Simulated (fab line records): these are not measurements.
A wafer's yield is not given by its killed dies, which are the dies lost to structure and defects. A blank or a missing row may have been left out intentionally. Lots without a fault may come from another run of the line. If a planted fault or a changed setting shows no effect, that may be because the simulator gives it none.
Matching of chambers    flow berkeley-cmos170    UCB170_M2_ETCH_17 on rie-diel-01: 4 sister chambers
The step etches BARC in N2/H2. 4 wafers are shown with their chamber, then 7 later ones without.

== WAFERS, EACH WITH ITS CHAMBER ==
wafer   chamber  throttle-valve-pct (%)
L104.1  3        13.34
L104.4  0        13.33
L108.2  1        13.54
L108.3  2        13.31

== WAFERS WITH NO CHAMBER GIVEN ==
wafer   throttle-valve-pct (%)
L108.5  13.32
L109.2  13.32
L109.4  13.32
L109.6  13.54
L111.3  13.31
L111.5  13.35
L111.6  13.53

== EACH ONE'S CHAMBER ==
wafer   from the rows above           in truth
L108.5  can't be placed: 0 or 2 or 3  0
L109.2  can't be placed: 0 or 2 or 3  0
L109.4  can't be placed: 0 or 2 or 3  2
L109.6  1                             1
L111.3  2                             2
L111.5  can't be placed: 3 or 0       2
L111.6  1                             1
3 of 7 placed correctly. From these rows, 4 cannot be placed; in 3 the true chamber is one of the candidates. 0 placed wrongly.
How it was worked out, from the rows above alone: a wafer's distance from a chamber is the root of the sum, over the readings, of the square of ((its reading less the chamber's mean) divided by the reading's scatter). If the next closest chamber is less than 2 further off than the closest, the wafer can't be placed; otherwise it belongs to the closest. Each chamber's mean is taken over the wafers shown for it. The scatter: root of mean squared gap, hidden wafer to nearest shown wafer, with one shown wafer a chamber.
